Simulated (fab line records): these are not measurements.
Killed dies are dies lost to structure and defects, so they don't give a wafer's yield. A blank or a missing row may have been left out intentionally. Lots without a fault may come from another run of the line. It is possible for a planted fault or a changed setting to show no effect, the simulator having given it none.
Comparing a struck lot with a sound one -- flow rit_cmos -- 15 steps out of a route of 202
Sound: the wafers L105.2, L105.3, L105.6. Struck: wafers L110.4, L110.5. (L110.6 of the same lot was not struck and is left out.) The cause comes at the end.
At each step with rows: each side's tool, then ch and its chambers, then its first start. Under that, the readings that differ: sound wafers -- struck wafers -- difference of the means -- sigmas: that difference in standard deviations of wafers without a fault.
alike: words and numbers the same on both sides, and readings whose means are apart by under 2 such deviations; not compared: readings that were withheld, readings missing a value for some wafer, numbers with overlapping values and no deviation given by the record, and bounds like >300 which may hide the same value.
Wherever a step has rows on one side only, a row that says differs or no value, or a row with sigmas, the two part there. When numbers do not overlap yet have no deviation, they are printed without sigmas and do not part them. A reading that every wafer of one side lacks parts them only if that side has two wafers or more.

first, 2 steps without rows for these wafers: RIT_REOX_CLEAN_02 (cleans in SC2, time 583.4 s); RIT_REOX_OXIDATION_03 (target thk 25.2 nm, ox time 5580 s).
RIT_REOX_THK_MEAS_04:
  sound on film_metro-01, day 2 19:37; struck on film_metro-02, day 4 00:55
reading,sound,struck,difference,sigmas
REOX_OXIDE_THK (nm),25.2 24.7 25.2,26.2 25.6,+0.9,+2
then, 6 steps without rows for these wafers: RIT_NLDD_HMDS_00 (prime time 60 s); RIT_NLDD_COAT_01 (resist thk 1000 nm); RIT_NLDD_SOFTBAKE_02 (time 60 s); RIT_NLDD_EXPOSE_03 (exposes mask M7, target cd 40700 nm); RIT_NLDD_PEB_04; RIT_NLDD_DEVELOP_05 (develop time 50 s).
RIT_NLDD_OVL_MEAS_06:
  sound on overlay-01, day 2 20:31; struck on overlay-02, day 4 01:49
  alike: NLDD_OVL
then, 2 steps without rows for these wafers: RIT_NLDD_HARDBAKE_07 (time 60 s); RIT_NLDD_IMPLANT_08.
RIT_NLDD_STRIP_09: strips in O2, time 180 s.
  sound on plasma_asher-01 ch 1, day 2 20:51; struck on plasma_asher-01 ch 0, day 4 02:25
reading,sound,struck,difference,sigmas
chamber_pressure_mTorr (mTorr),3999 3997 3998,1995 2004,-1998,-99 or more
drypump_motor_current_A (A),5.9 5.9 5.9,4.8 4.8,-1.1,-3
  not compared: rf_hours_counter_h
RIT_NLDD_TW_MEAS_10:
  sound on film_metro-03, day 2 21:02; struck on film_metro-03, day 4 02:34
  alike: NLDD_TW
RIT_M1_PROBE_99:
  sound on prober-01, day 3 11:57; struck on prober-02, day 4 17:32
  alike: killed_at_contacts, killed_at_front_end, killed_dies, killed_open, killed_short

WHERE THEY PART
Earliest at RIT_REOX_THK_MEAS_04; latest, in this record, at RIT_NLDD_STRIP_09. Later steps at which nothing parts them and some readings are alike: RIT_NLDD_TW_MEAS_10, RIT_M1_PROBE_99.

WHY: what had been put in by the simulator
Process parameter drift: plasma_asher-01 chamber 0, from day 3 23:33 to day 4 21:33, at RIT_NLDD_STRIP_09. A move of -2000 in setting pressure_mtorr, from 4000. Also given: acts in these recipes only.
